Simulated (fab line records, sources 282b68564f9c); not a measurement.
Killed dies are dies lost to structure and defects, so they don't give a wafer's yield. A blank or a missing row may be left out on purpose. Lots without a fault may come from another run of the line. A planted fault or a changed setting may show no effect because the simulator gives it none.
fab line records | flow rit_cmos
record lots=5 wafers=15 last_day=8
route steps=202 shown GATE@83
lots that met no fault: from a run of the same line without faults
start_h: hours from the record's first day to the start of the lot's first wafer shown | wait_h: hours since the lot's step before | " the same as in the row above | L1.1+2: a row that stands for several wafers | - no value, or no start given | * or withheld: withheld | < > ~ a bound
route shown NAME@n: a module of which the file shows steps, and the number in the route of the first | usual: mean/standard deviation of fault-free wafers | same: alike in all rows | chamber/n: place in a boat | sites: the reading at each site | _std_site: their standard deviation | _edge_site: outer sites' mean less inner sites' | radius_mm: how far each site lies from the wafer's centre | mask NAME#n: copy n | behind: the tool/chamber that last shaped the wafer | hold: why the lot was held/for how many hours/how that ended | device: the transistor (n, p or np) that didn't switch | end of line: the same wafers' tests at the end of the route | a step without rows: its recipe alone | killed: dies lost to structure and defects at the first sort, not the wafer's yield | map: a wafer's dies, x killed, . not, _ none there
set.NAME: the setting as run; set.NAME@STEP: as run at that earlier step | model.NAME: the simulator's own value behind a step, which no gauge read
lots at some steps of the route; a table a step, a row a wafer
services: from which hour (start_h, from the record's first day; less than 0 if before it) a tool's chamber was out of use, for how many hours, and why
## steps
# step RIT_GATE_THK_MEAS_07
# recipe reads=SiO2_of_GATE_OXIDATION_05
# usual GATE_OXIDE_THK=2.97/0.073
# columns lot.wafer tool chamber start_h wait_h GATE_OXIDE_THK[nm]
L076.4 film_metro-02 - 53.42 0.0 3.03
L076.5 " - " " 3.02
L076.6 " - " " 3.02
L079.1 film_metro-04 - 69.18 0.0 2.85
L079.2 " - " " 2.86
L079.3 " - " " 2.92
L080.2 film_metro-02 - 71.15 0.0 3.17
L080.3 " - " " 3.07
L080.5 " - " " 3.10
L086.1 film_metro-01 - 99.58 0.0 3.05
L086.2 " - " " 3.02
L086.6 " - " " 2.99
L097.1 film_metro-02 - 159.21 0.0 2.98
L097.3 " - " " 2.88
L097.6 " - " " 2.99
# step RIT_GATE_CVD_08
# recipe material=poly-Si target_thk_nm=250 temp_c=610 precursor=SiH4 time_s=2220 pressure_mtorr=300 sih4_flow_sccm=100
# usual zone_power_load_pct=10.8/1.3
# columns lot.wafer tool chamber start_h wait_h zone_power_load_pct
L076.4 lpcvd-01 1 53.45 0.0 9.9
L076.5 " 1 " " 9.8
L076.6 " 1 " " 9.9
L079.1 lpcvd-02 0 69.24 0.1 10.3
L079.2 " 0 " " 10.5
L079.3 " 0 " " 10.4
L080.2 lpcvd-02 1 71.20 0.0 12.0
L080.3 " 1 " " 11.8
L080.5 " 1 " " 11.9
L086.1 lpcvd-02 1 99.64 0.1 12.0
L086.2 " 1 " " 11.9
L086.6 " 1 " " 11.9
L097.1 lpcvd-02 0 159.27 0.1 10.3
L097.3 " 0 " " 10.3
L097.6 " 0 " " 10.5
# step RIT_GATE_THK_MEAS_09
# recipe reads=poly-Si_of_GATE_CVD_08
# usual GATE_POLY_THK=248.8/1.9
# columns lot.wafer tool chamber start_h wait_h GATE_POLY_THK[nm]
L076.4 film_metro-01 - 55.91 0.0 250.6
L076.5 " - " " 250.4
L076.6 " - " " 249.5
L079.1 film_metro-02 - 70.85 0.0 247.9
L079.2 " - " " 246.8
L079.3 " - " " 250.2
L080.2 film_metro-04 - 72.83 0.0 247.0
L080.3 " - " " 246.3
L080.5 " - " " 248.1
L086.1 film_metro-04 - 101.26 0.0 246.8
L086.2 " - " " 246.6
L086.6 " - " " 246.1
L097.1 film_metro-01 - 160.89 0.0 249.2
L097.3 " - " " 247.5
L097.6 " - " " 246.2
# step RIT_GATE_HMDS_10
# recipe prime_time_s=60 prime_temp_c=140
# columns lot.wafer tool chamber start_h wait_h
L076.4+5+6 litho_track-04 0 56.01 0.1
L079.1+2+3 litho_track-04 0 70.91 0.1
L080.2+3+5 litho_track-01 0 72.91 0.1
L086.1+2+6 litho_track-02 0 101.32 0.1
L097.1+3+6 litho_track-02 0 160.95 0.1
# step RIT_GATE_COAT_11
# recipe resist=NOVOLAK spin_rpm=4250 resist_thk_nm=850
# columns lot.wafer tool chamber start_h wait_h
L076.4+5+6 litho_track-04 0 56.16 0.1
L079.1+2+3 litho_track-04 0 71.06 0.1
L080.2+3+5 litho_track-01 0 73.06 0.1
L086.1+2+6 litho_track-02 0 101.47 0.1
L097.1+3+6 litho_track-02 0 161.10 0.1
# step RIT_GATE_SOFTBAKE_12
# recipe resist=NOVOLAK temp_c=90 time_s=60
# columns lot.wafer tool chamber start_h wait_h
L076.4+5+6 litho_track-04 0 56.31 0.1
L079.1+2+3 litho_track-04 0 71.21 0.1
L080.2+3+5 litho_track-01 0 73.21 0.1
L086.1+2+6 litho_track-02 0 101.62 0.1
L097.1+3+6 litho_track-02 0 161.25 0.1
# step RIT_GATE_EXPOSE_13
# recipe mask_id=M6 na=0.6 source_shape=conventional sigma_outer=0.6 target_cd_nm=150 dose_mj=380
# usual stage_vel_mm_s=500.01/0.28
# columns lot.wafer tool chamber start_h wait_h mask stage_vel_mm_s
L076.4 iline_stepper-01 0 56.44 0.1 M6#0 500.40
L076.5 " 0 " " M6#0 500.30
L076.6 " 0 " " M6#0 500.16
L079.1 iline_stepper-02 0 71.49 0.2 M6#0 499.61
L079.2 " 0 " " M6#0 499.60
L079.3 " 0 " " M6#0 499.82
L080.2 iline_stepper-01 0 73.47 0.2 M6#0 500.08
L080.3 " 0 " " M6#0 500.18
L080.5 " 0 " " M6#0 500.02
L086.1 iline_stepper-01 0 101.81 0.2 M6#0 499.46
L086.2 " 0 " " M6#0 499.74
L086.6 " 0 " " M6#0 500.00
L097.1 iline_stepper-01 0 161.40 0.1 M6#0 499.72
L097.3 " 0 " " M6#0 499.57
L097.6 " 0 " " M6#0 499.56
# step RIT_GATE_PEB_14
# recipe resist=NOVOLAK temp_c=withheld time_s=withheld
# columns lot.wafer tool chamber start_h wait_h
L076.4+5+6 litho_track-01 0 56.58 0.1
L079.1+2+3 litho_track-02 0 71.61 0.1
L080.2+3+5 litho_track-01 0 73.60 0.1
L086.1+2+6 litho_track-04 0 101.93 0.1
L097.1+3+6 litho_track-02 0 161.51 0.1
# step RIT_GATE_DEVELOP_15
# recipe resist=NOVOLAK develop_time_s=50 dev_temp_c=23
# same develop_time_s=50
# columns lot.wafer tool chamber start_h wait_h
L076.4+5+6 litho_track-01 0 - -
L079.1+2+3 litho_track-02 0 - -
L080.2+3+5 litho_track-01 0 - -
L086.1+2+6 litho_track-04 0 - -
L097.1+3+6 litho_track-02 0 - -
# step RIT_GATE_CD_MEAS_16
# recipe target_cd_nm=150
# usual cd_nm=148.7/2.9
# columns lot.wafer tool chamber start_h wait_h cd_nm
L076.4 cd_sem-02 - 56.85 - 151.5
L076.5 " - " " 150.2
L076.6 " - " " 145.7
L079.1 cd_sem-01 - 71.89 - 150.9
L079.2 " - " " 149.7
L079.3 " - " " 149.9
L080.2 cd_sem-01 - 73.88 - 147.5
L080.3 " - " " 148.7
L080.5 " - " " 144.6
L086.1 cd_sem-02 - 102.21 - 147.6
L086.2 " - " " 147.5
L086.6 " - " " 146.4
L097.1 cd_sem-01 - 161.80 - 147.3
L097.3 " - " " 148.9
L097.6 " - " " 147.4
# step RIT_GATE_OVL_MEAS_17
# usual GATE_OVL=-1.2/1.5
# columns lot.wafer tool chamber start_h wait_h GATE_OVL[nm]
L076.4 overlay-01 - 56.96 0.1 -0.8
L076.5 " - " " -2.0
L076.6 " - " " -2.2
L079.1 overlay-02 - 72.01 0.1 -3.4
L079.2 " - " " 1.9
L079.3 " - " " -1.7
L080.2 overlay-01 - 73.98 0.1 -1.3
L080.3 " - " " -2.2
L080.5 " - " " -3.3
L086.1 overlay-02 - 102.33 0.1 0.1
L086.2 " - " " 0.2
L086.6 " - " " -1.1
L097.1 overlay-02 - 161.92 0.1 -2.3
L097.3 " - " " -2.7
L097.6 " - " " -2.5
# step RIT_GATE_HARDBAKE_18
# recipe resist=NOVOLAK temp_c=140 time_s=60
# columns lot.wafer tool chamber start_h wait_h
L076.4+5+6 litho_track-01 0 57.16 0.2
L079.1+2+3 litho_track-02 0 72.04 0.0
L080.2+3+5 litho_track-04 0 74.38 0.4
L086.1+2+6 litho_track-04 0 102.37 0.0
L097.1+3+6 litho_track-01 0 161.95 0.0
# step RIT_GATE_ETCH_19
# recipe chemistry=SF6/CHF3/O2 time_s=165 SF6_flow_sccm=30 CHF3_flow_sccm=30 O2_flow_sccm=5 target=poly-Si pressure_mtorr=40 rf_w=160 target_depth_a=3125 over_etch_frac=0.25 stop_on=SiO2
# usual SF6_flow_sccm=30.00/0.082 chamber_pressure_mTorr=40.00/0.041 drypump_motor_current_A=5.5/0.58 oes_product_au=0.845/0.012 rf_fwd_power_W=159.3/0.5 throttle_valve_pct=10.24/0.16
# columns lot.wafer tool chamber start_h wait_h SF6_flow_sccm chamber_pressure_mTorr drypump_motor_current_A oes_product_au rf_fwd_power_W rf_hours_counter_h throttle_valve_pct
L076.4 rie_si-02 1 57.24 0.1 30.03 39.98 5.2 0.848 159.2 17 10.02
L076.5 " 1 " " 29.95 39.99 5.2 0.851 159.8 - 10.04
L076.6 " 2 " " 30.09 40.02 5.4 0.852 159.2 - 10.40
L079.1 rie_si-01 0 72.19 0.1 30.02 39.99 6.1 0.853 159.1 156 10.29
L079.2 " 2 " " 29.95 39.97 6.0 0.854 159.2 100 10.08
L079.3 " 1 " " 30.00 39.94 4.6 0.854 159.3 3 10.26
L080.2 rie_si-02 1 74.50 0.1 30.07 40.06 5.2 0.835 160.2 17 10.03
L080.3 " 3 " " 29.88 39.99 5.1 0.826 158.7 158 10.49
L080.5 " 3 " " 30.07 40.03 5.1 0.830 159.4 - 10.48
L086.1 rie_si-02 2 102.52 0.1 30.13 40.01 5.4 0.836 158.5 93 10.41
L086.2 " 1 " " 30.02 40.03 5.2 0.840 158.7 17 10.02
L086.6 " 1 " " 30.00 40.00 5.2 0.842 159.0 - 10.02
L097.1 rie_si-01 2 162.10 0.1 29.90 40.08 6.0 0.870 159.8 100 10.10
L097.3 " 1 " " 30.00 40.01 4.6 0.848 159.8 3 10.27
L097.6 " 1 " " 30.15 40.01 4.6 0.841 159.2 - 10.29
## services
# columns tool chamber start_h hours kind
iline_stepper-01 - 31.11 7.6 repair
rie_si-02 - 45.84 0.2 repair
rie_si-01 3 54.15 - clean
rie_si-01 3 54.15 14.9 scheduled_down
rie_si-01 3 54.15 14.9 vent_cycle
iline_stepper-01 - 74.33 4.2 repair
rie_si-02 1 79.75 7.3 repair
rie_si-01 0 84.89 - clean
rie_si-01 0 84.89 18.5 scheduled_down
rie_si-01 0 84.89 18.5 vent_cycle
rie_si-02 3 90.35 8.8 repair
iline_stepper-02 0 97.48 - calibration
rie_si-02 3 99.19 - clean
rie_si-02 3 99.19 22.9 scheduled_down
rie_si-02 3 99.19 22.9 vent_cycle
iline_stepper-02 - 101.08 8.2 repair
iline_stepper-01 - 150.93 1.3 repair
iline_stepper-01 - 155.15 1.7 pm
iline_stepper-02 - 159.23 11.4 repair
## key
fault none
